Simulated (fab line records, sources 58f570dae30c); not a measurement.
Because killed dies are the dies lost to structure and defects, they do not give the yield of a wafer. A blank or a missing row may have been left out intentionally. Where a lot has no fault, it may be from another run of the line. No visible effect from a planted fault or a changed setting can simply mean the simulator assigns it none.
Comparing a struck lot with a sound one ; flow berkeley_cmos170 ; 41 out of 331 route steps
Sound: these wafers, L473.1, L473.2, L473.3. Wafers L480.1, L480.4, L480.6 were the ones struck. At the end, the cause is stated.
For every step that has rows: the tool of each side, followed by ch and its chambers, followed by its first start. Under that, the readings that differ: sound wafers ; struck wafers ; difference of the means ; sigmas: that difference in standard deviations of wafers without a fault.
alike: words and numbers the same on both sides, and readings whose means are apart by under 2 such deviations; not compared: readings that were withheld, readings missing a value for some wafer, numbers with overlapping values and no deviation given by the record, and bounds like >300 which may hide the same value.
The two part at a step that has a row with sigmas, a row that says differs or no value, or rows on one side only. Numbers that have no deviation but don't overlap get no sigmas and don't part them. Lack of a reading on every wafer of one side parts them only where that side has two or more wafers.

first, 2 steps without rows for these wafers: UCB170_PFIELD_PEB_04; UCB170_PFIELD_DEVELOP_05 (develop time 45 s).
UCB170_PFIELD_OVL_MEAS_06:
  sound: overlay-01 at day 4 02:54; struck: overlay-02 at day 5 21:08
  alike: PFIELD_OVL
then, 1 step without rows for these wafers: UCB170_PFIELD_IMPLANT_07.
UCB170_PFIELD_STRIP_08: strips in O2.
  sound on plasma_asher-01 ch 0,1, day 4 03:05; struck on plasma_asher-03 ch 0,1, day 5 21:19
  alike: drypump_motor_current_A, oes_product_au, strip_time_to_endpoint_s
  not compared: rf_hours_counter_h
UCB170_PFIELD_TW_MEAS_09:
  sound: film_metro-03 at day 4 03:11; struck: film_metro-01 at day 5 21:25
  alike: PFIELD_TW
then, 2 steps without rows for these wafers: UCB170_FIELD_CLEAN_00 (cleans in dHF, time 7.5 s); UCB170_FIELD_OXIDATION_01 (target thk 558.3 nm, ox time 7200 s).
UCB170_FIELD_THK_MEAS_02:
  sound: film_metro-04 at day 4 09:37; struck: film_metro-02 at day 6 02:02
  alike: FIELD_OXIDE_THK
then, 3 steps without rows for these wafers: UCB170_FIELD_ANNEAL_03 (time 1200 s); UCB170_FIELD_WET_ETCH_04 (etches SiO2 in dHF, time 60 s); UCB170_FIELD_WET_ETCH_05 (etches Si3N4 in H3PO4, time 12600 s).
UCB170_FIELD_WET_ETCH_06: etches SiO2 in BOE, time 22 s.
  sound on wet_bench-02 ch 0, day 4 17:18; struck on wet_bench-01 ch 3, day 6 13:06
  no value came back on the struck wafers for bath_heat_duty_pct (%), run_length_s (s); on the sound wafers bath_heat_duty_pct (%) reads 6.8 6.6 6.8
reading;sound;struck;difference;sigmas
model.SiO2_of_FIELD_OXIDATION_01.thk_nm (nm);461.7 444.8 454.6;507.9 509.2 514.1;+56.7;
model.SiO2_of_ACTIVE_OXIDATION_02.thk_nm (nm);0 0 0;20.92 22.52 22.24;+21.89;
UCB170_FIELD_THK_MEAS_90:
  sound: film_metro-02 at day 4 17:19; struck: film_metro-02 at day 6 13:07
reading;sound;struck;difference;sigmas
FIELD_OXIDE_LEFT_1_THK (nm);461 445 454;508 509 514;+57;+5
then, 11 steps without rows for these wafers: UCB170_SACOX_CLEAN_00 (cleans in dHF, time 7.5 s); UCB170_SACOX_OXIDATION_01 (target thk 14.4 nm, ox time 2400 s); UCB170_SCREENOX_WET_ETCH_00 (etches SiO2 in dHF, time 200 s); UCB170_SCREENOX_OXIDATION_01 (target thk 14.4 nm, ox time 2400 s); UCB170_SCREENOX_ANNEAL_03 (time 900 s); UCB170_NVT_HMDS_00 (prime time 60 s); UCB170_NVT_COAT_01 (resist thk 900 nm); UCB170_NVT_SOFTBAKE_02 (time 60 s); UCB170_NVT_EXPOSE_03 (exposes mask PWELL, target cd 3000 nm); UCB170_NVT_PEB_04; UCB170_NVT_DEVELOP_05 (develop time 45 s).
UCB170_NVT_OVL_MEAS_06:
  sound: overlay-01 at day 5 03:33; struck: overlay-01 at day 7 05:13
  alike: NVT_OVL
then, 1 step without rows for these wafers: UCB170_NVT_IMPLANT_07.
UCB170_NVT_STRIP_08: strips in O2.
  sound on plasma_asher-02 ch 0,1, day 5 03:44; struck on plasma_asher-01 ch 0,1, day 7 05:23
reading;sound;struck;difference;sigmas
drypump_motor_current_A (A);5.8 6.5 6.5;5.5 5.1 5.2;-1.0;-2
  alike: oes_product_au, strip_time_to_endpoint_s
  not compared: rf_hours_counter_h
UCB170_NVT_TW_MEAS_09:
  sound: film_metro-03 at day 5 03:50; struck: film_metro-01 at day 7 05:29
  alike: NVT_TW
then, 7 steps without rows for these wafers: UCB170_NVT_CLEAN_10 (cleans in SPM, time 600 s); UCB170_PVT_HMDS_00 (prime time 60 s); UCB170_PVT_COAT_01 (resist thk 900 nm); UCB170_PVT_SOFTBAKE_02 (time 60 s); UCB170_PVT_EXPOSE_03 (exposes mask NWELL, target cd 3000 nm); UCB170_PVT_PEB_04; UCB170_PVT_DEVELOP_05 (develop time 45 s).
UCB170_PVT_OVL_MEAS_06:
  sound: overlay-01 at day 5 05:30; struck: overlay-01 at day 7 06:35
  alike: PVT_OVL
then, 1 step without rows for these wafers: UCB170_PVT_IMPLANT_07.
UCB170_PVT_STRIP_08: strips in O2.
  sound on plasma_asher-01 ch 0,1, day 5 05:41; struck on plasma_asher-01 ch 0,1, day 7 06:46
  alike: drypump_motor_current_A, oes_product_au, strip_time_to_endpoint_s
  not compared: rf_hours_counter_h
UCB170_PVT_TW_MEAS_09:
  sound: film_metro-04 at day 5 05:47; struck: film_metro-03 at day 7 06:52
  alike: PVT_TW
UCB170_FIELD_THK_MEAS_91:
  sound: film_metro-02 at day 5 05:57; struck: film_metro-02 at day 7 07:01
reading;sound;struck;difference;sigmas
FIELD_OXIDE_LEFT_2_THK (nm);373 356 366;419 421 426;+57;+5

## WHERE THEY PART
Last at UCB170_FIELD_THK_MEAS_91 as far as this record goes, first at UCB170_FIELD_WET_ETCH_06.

WHY: what had been put in by the simulator
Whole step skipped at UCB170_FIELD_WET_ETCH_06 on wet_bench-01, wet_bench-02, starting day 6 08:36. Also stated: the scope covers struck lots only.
